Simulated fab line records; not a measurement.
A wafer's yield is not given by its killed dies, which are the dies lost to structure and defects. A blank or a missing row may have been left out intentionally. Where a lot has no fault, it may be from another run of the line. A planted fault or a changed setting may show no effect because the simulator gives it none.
Which of the tools did it?    flow rit-cmos    7 lots, 21 wafers sampled, at 3 steps of a route of 202

## WHAT EACH GAUGE READ, for each wafer
RIT_CONTACT_CD_MEAS_08: the cd target is 1000 nm.
lot   measured     on         cd-nm (nm)
L936  day 4 20:23  cd-sem-01  998.1 996.5 999.0
L940  day 5 14:53  cd-sem-01  - - -
L942  day 6 00:06  cd-sem-02  999.5 999.0 999.0
L944  day 6 10:32  cd-sem-01  1000.2 1000.5 999.0
L947  day 7 02:16  cd-sem-01  996.6 996.4 996.6
L949  day 7 13:05  cd-sem-01  1000.6 1001.0 1002.9
L951  day 7 19:07  cd-sem-02  1000.1 1002.5 1001.6

## WHICH TOOL RAN EACH LOT (tool, then ch and the chambers of the sampled wafers, then the start)
lot   RIT_GATE_STRIP_20                    RIT_CONTACT_COAT_03
L936  plasma-asher-04 ch 0,1, day 4 05:19  litho-track-04 ch 0, day 4 19:35
L940  plasma-asher-04 ch 0,1, day 4 23:59  litho-track-04, day 5 13:56
L942  plasma-asher-01 ch 0,1, day 5 07:20  litho-track-03 ch 0, day 5 23:10
L944  plasma-asher-04 ch 0,1, day 5 18:34  litho-track-01 ch 0, day 6 09:36
L947  plasma-asher-04 ch 0,1, day 6 09:47  litho-track-03 ch 0, day 7 01:19
L949  plasma-asher-04 ch 0,1, day 6 20:18  litho-track-04 ch 0, day 7 12:16
L951  plasma-asher-01 ch 0,1, day 7 04:53  litho-track-03 ch 0, day 7 18:11
- RIT_GATE_STRIP_20: strips in O2, time 180 s.
- RIT_CONTACT_COAT_03: resist thk 1000 nm.

## THE ANSWER, worked out from the rows above alone
Rule: the lots themselves supply what counts as usual. Put in order of their means at a reading, lots are off if they are a third of the lots or fewer, leave a main group of 4 or more, and stand apart from it by a gap of 3 or more times the standard deviation of the main group's means; of several such gaps the widest counts. If all means in a main group match to the digits the tables above print for the reading, that group is not used. A lot without any number at a reading at which 4 lots or more have one is off too. Any other lot the step has rows for is counted as sound.
Off: L940 (RIT_CONTACT_CD_MEAS_08, cd-nm). Without a number there: L940. Main group: mean 999.4 nm, sd 1.8.
A tool fits if, at a process step before that reading, it ran every lot that is off, and no sound lot after the first of them. Gauges at RIT_CONTACT_CD_MEAS_08: tried the same way as those tools. No candidate that was tried fits.

## WHAT THE SIMULATOR HAD PUT IN
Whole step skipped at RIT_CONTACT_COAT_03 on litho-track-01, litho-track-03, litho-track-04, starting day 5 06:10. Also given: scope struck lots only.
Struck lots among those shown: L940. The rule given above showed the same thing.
